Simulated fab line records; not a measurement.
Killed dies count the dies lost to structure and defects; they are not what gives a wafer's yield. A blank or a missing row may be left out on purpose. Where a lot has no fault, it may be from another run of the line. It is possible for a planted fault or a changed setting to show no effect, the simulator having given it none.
Which tool was responsible? -- flow berkeley_cmos170 -- route of 331 steps, sampled at 1 step: 14 lots, 42 wafers

== WHAT THE GAUGES SHOWED, per wafer ==
The record lacks any reading of a measuring or inspecting step that a usual standard deviation could be used to judge.

== WHAT TOOL EACH LOT RAN ON (gives the tool, then ch and the chambers of the sampled wafers, and finally the start) ==
lot,UCB170_SCREENOX_OXIDATION_01
L809,"furnace-01 ch 0, day 6 10:55"
L811,"furnace-01 ch 0, day 6 10:55"
L812,"furnace-04 ch 0, day 6 20:28"
L814,"furnace-02 ch 0, day 7 10:28"
L819,"furnace-04, day 8 07:47"
L820,"furnace-04, day 8 07:47"
L823,"furnace-01 ch 0, day 9 06:41"
L824,"furnace-01 ch 0, day 9 06:41"
L825,"furnace-01 ch 0, day 9 06:41"
L827,"furnace-04 ch 0, day 9 19:17"
L829,"furnace-04 ch 0, day 10 08:00"
L830,"furnace-04 ch 0, day 10 08:00"
L831,"furnace-04 ch 0, day 10 08:00"
L832,"furnace-04 ch 0, day 10 08:00"
- UCB170_SCREENOX_OXIDATION_01: target thk 14.4 nm, ox time 2400 s.

== WHAT THE TOOLS THEMSELVES READ (means of the sampled wafers that have a number; where no wafer has one, the mark that the record gives instead) ==
UCB170_SCREENOX_OXIDATION_01. Usual: ox_temp_c 900.0 C, standard deviation 0.43; ox_temp_c_max 905.1, standard deviation 0.96; spike_tc_load_C 927 C, standard deviation 3; spike_tc_source_C 924 C, standard deviation 3.8; tube_center_temp_C 900 C, standard deviation 0.086; zone_power_load_pct 28.2 %, standard deviation 1.6.
lot,tool,ox_temp_c (C),ox_temp_c_max,spike_tc_load_C (C),spike_tc_source_C (C),tube_center_temp_C (C),zone_power_load_pct (%),flag
L809,furnace-01,899.9,904.8,927,926,900,26.8,
L811,furnace-01,900.5,905.2,927,926,900,26.7,
L812,furnace-04,899.6,905.0,929,926,900,29.9,
L814,furnace-02,900.2,904.2,921,917,900,26.2,
L819,furnace-04,-,-,-,-,-,-,OFF
L820,furnace-04,-,-,-,-,-,-,OFF
L823,furnace-01,899.9,905.0,927,926,900,26.7,
L824,furnace-01,900.1,904.6,926,926,900,26.7,
L825,furnace-01,899.9,905.6,927,926,900,26.7,
L827,furnace-04,899.7,906.6,929,925,900,29.8,
L829,furnace-04,899.8,904.9,929,925,900,29.7,
L830,furnace-04,900.6,906.5,928,925,900,29.6,
L831,furnace-04,899.8,905.5,929,924,900,29.7,
L832,furnace-04,899.6,905.7,929,925,900,29.3,

== THE ANSWER, worked out from the rows above alone ==
Rule: lot off if the mean of its wafers having a number is beyond 3 standard deviations from the usual mean. Also off: a lot with no number at a reading for which 4 or more lots have one. All remaining lots with rows at the step are treated as sound. Order of review: gauges by route order, followed by the tools' own readings, for which a lot's mean as printed above is used. The first step at which some lot is off is used, and at that step the reading that is off furthest; a lot without a number counts as furthest.
Off: L819, L820, at UCB170_SCREENOX_OXIDATION_01 (ox_temp_c). Without a number there: L819, L820.
A tool fits if, at that step or a process step before it, it ran every lot that is off, and no sound lot after the first of them. None of those tried fits.

== WHAT WAS PUT IN BY THE SIMULATOR ==
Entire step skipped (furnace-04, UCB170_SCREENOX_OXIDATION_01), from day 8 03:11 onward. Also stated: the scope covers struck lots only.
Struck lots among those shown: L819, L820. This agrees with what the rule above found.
